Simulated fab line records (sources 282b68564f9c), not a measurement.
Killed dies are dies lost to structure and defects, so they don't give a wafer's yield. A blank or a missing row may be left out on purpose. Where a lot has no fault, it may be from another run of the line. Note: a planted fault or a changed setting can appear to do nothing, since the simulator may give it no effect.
What tool caused it? | flow rit cmos | 13 lots with 39 wafers sampled at 2 steps, on a route of 202 steps

## WHAT THE GAUGES READ, wafer by wafer
No reading from a measuring or inspecting step in the record can be judged against a usual standard deviation.

## WHICH TOOL RAN EACH LOT (tool, then ch and the chambers of the sampled wafers, then the start)
lot  | RIT_PRETRO_IMPLANT_08          | RIT_M1_PROBE_99
L416 | implanter-02 ch 0, day 2 08:19 | -
L417 | implanter-02 ch 0, day 2 12:07 | -
L420 | implanter-02 ch 0, day 3 03:43 | -
L421 | implanter-02 ch 0, day 3 09:56 | -
L425 | implanter-02 ch 0, day 4 04:00 | prober-01, day 5 06:10
L427 | implanter-01 ch 0, day 4 13:55 | -
L428 | implanter-03 ch 0, day 4 19:55 | -
L430 | implanter-03 ch 0, day 5 05:43 | -
L432 | implanter-03 ch 0, day 5 15:34 | -
L433 | implanter-01 ch 0, day 5 20:43 | -
L434 | implanter-03 ch 0, day 6 02:59 | prober-02, day 7 04:46
L438 | implanter-01 ch 0, day 6 21:36 | -
L439 | implanter-01 ch 0, day 7 02:49 | -
- RIT_PRETRO_IMPLANT_08
- RIT_M1_PROBE_99

## WHAT THE TOOLS THEMSELVES READ (means of the sampled wafers that have a number; where no wafer has one, the mark that the record gives instead)
RIT_PRETRO_IMPLANT_08.
lot  | tool         | beam energy keV
L416 | implanter-02 | 44.981
L417 | implanter-02 | 44.998
L420 | implanter-02 | 39.771
L421 | implanter-02 | 39.742
L425 | implanter-02 | 39.763
L427 | implanter-01 | 45.009
L428 | implanter-03 | 44.984
L430 | implanter-03 | 44.981
L432 | implanter-03 | 45.002
L433 | implanter-01 | 45.009
L434 | implanter-03 | 44.997
L438 | implanter-01 | 44.986
L439 | implanter-01 | 44.999

RIT_M1_PROBE_99.
lot  | tool      | killed at contacts | killed at front end | killed dies | killed open | killed short
L425 | prober-01 | 0.0                | 6.3                 | 6.3         | 3.0         | 3.3
L434 | prober-02 | 0.0                | 8.7                 | 8.7         | 3.3         | 5.3

## THE ANSWER, worked out from the rows above alone
Rule: the usual values come from the lots themselves. The widest of any qualifying gaps counts: lots, ordered by their means at a reading, are off when they make up no more than a third of the lots, leave a main group of 4 or more, and stand apart from it by 3 or more times the standard deviation of that group's means. The tables above print the reading to a certain number of digits; a main group whose means all agree to those digits is not used. A lot without any number at a reading at which 4 lots or more have one is off too. Where the step has rows for the other lots, those lots are counted as sound. Order of review: gauges by route order, followed by the tools' own readings, for which a lot's mean as printed above is used. At the first step where some lot is off, the reading lying furthest off is the one used; lots without a number count as furthest.
Off: L420, L421, L425 (RIT_PRETRO_IMPLANT_08, beam energy keV). The main group: mean 44.995, standard deviation 0.01.
A tool fits if, at that step or a process step before it, it ran every lot that is off, and no sound lot after the first of them. One candidate fits, namely implanter-02 at RIT_PRETRO_IMPLANT_08. A fault onset in the window from L417 (day 2 12:07, its last sound lot) to L420 (day 3 03:43, its first lot off) fits.
The tool's own readings at RIT_PRETRO_IMPLANT_08 bear it out: on the lots that are off they differ by more than 5 times the standard deviation of the sound lots' means. beam energy keV reads 39.759 there against 44.995 on the sound lots.

## WHAT THE SIMULATOR HAD INSERTED
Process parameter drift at RIT_PRETRO_IMPLANT_08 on implanter-02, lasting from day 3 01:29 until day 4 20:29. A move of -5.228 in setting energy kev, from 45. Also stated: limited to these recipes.
Lots struck among those shown: L420, L421, L425. The same result came from the rule above.
